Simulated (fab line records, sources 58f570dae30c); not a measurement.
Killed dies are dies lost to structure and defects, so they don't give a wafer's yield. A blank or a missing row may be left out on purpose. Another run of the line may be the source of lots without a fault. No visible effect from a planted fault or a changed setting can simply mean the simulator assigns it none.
The same fault as seen by 2 desks	flow berkeley cmos170	only its own numbers are on each desk; what lay behind them is given at the end

## THE METROLOGY DESK
What the gauges read, lot by lot, whatever tool the lot ran on: means of the sampled wafers that have a number. Marked OUT: a lot whose mean sits more than 4 standard deviations from the usual mean, which makes it out of limits; the brackets give that distance.
Columns: A = FIELD_OXIDE_LEFT_2_THK at UCB170_FIELD_THK_MEAS_91, usual 354 nm; B = GATE_POLY_THK at UCB170_GATE_THK_MEAS_05, usual 214.0 nm; C = cd nm at UCB170_PLDD_CD_MEAS_06, usual 1199.9 nm
lot	first seen here	A	B	C
L695	day 6 13:16	354	216.6	1200.7
L697	day 6 13:58	374	212.2	1200.8
L696	day 6 14:06	362	214.7	1201.0
L703	day 8 01:50	347	214.4	1177.0 (-14) OUT
L701	day 8 02:02	355	213.6	1176.9 (-14) OUT
L709	day 9 07:38	342	215.1	1198.9
L708	day 9 07:59	357	212.8	1199.7
L710	day 9 21:55	350	213.8	1202.2
L711	day 10 08:49	355	208.8	1199.4
L713	day 10 18:54	347	218.4	1197.9
L715	day 10 21:08	367	212.9	1199.0
L716	day 11 09:18	364	216.1	1200.5
L717	day 11 20:59	359	216.4	1197.7
L718	day 11 21:34	359	214.8	1200.0
This desk finds L701, L703 out of limits, L703 being first, at day 8 19:34 (cd nm at UCB170_PLDD_CD_MEAS_06). L695, L697, L696, L709, L708, L710, L711, L713, L715, L716, L717, L718 stayed within limits.

## DESK OF THE TOOL OWNER: litho track-04
UCB170_PLDD_PEB_04, tool's own readings: per-lot mean of the sampled wafers with a number, covering each lot this tool ran. Marked OUT: a lot whose mean sits more than 4 standard deviations from the usual mean, which makes it out of limits; the brackets give that distance.
Columns: A = heater power total W at UCB170_PLDD_PEB_04, usual 56.80 W; B = plate temp C at UCB170_PLDD_PEB_04, usual 129.98 C
lot	first seen here	A	B
L703	day 8 19:18	55.01 (-37) OUT	127.03 (-25) OUT
L701	day 8 19:33	54.99 (-37) OUT	126.84 (-26) OUT
L718	day 12 14:23	56.79	129.84
This desk finds L701, L703 out of limits, L703 being first, at day 8 19:18 (heater power total W at UCB170_PLDD_PEB_04). L718 stayed within limits.

## TAKEN TOGETHER
At day 8 19:18, on L701, L703, the tool owner's desk was in a position to raise an alarm.
At day 8 19:34 the metrology desk could have sounded an alarm, on L701, L703.
All the named lots went through UCB170_PLDD_PEB_04 on litho track-04.

## WHAT THE SIMULATOR HAD PUT IN
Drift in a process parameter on litho track-04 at UCB170_PLDD_PEB_04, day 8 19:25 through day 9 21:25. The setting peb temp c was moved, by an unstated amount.
Shown lots that were struck: L701, L703.
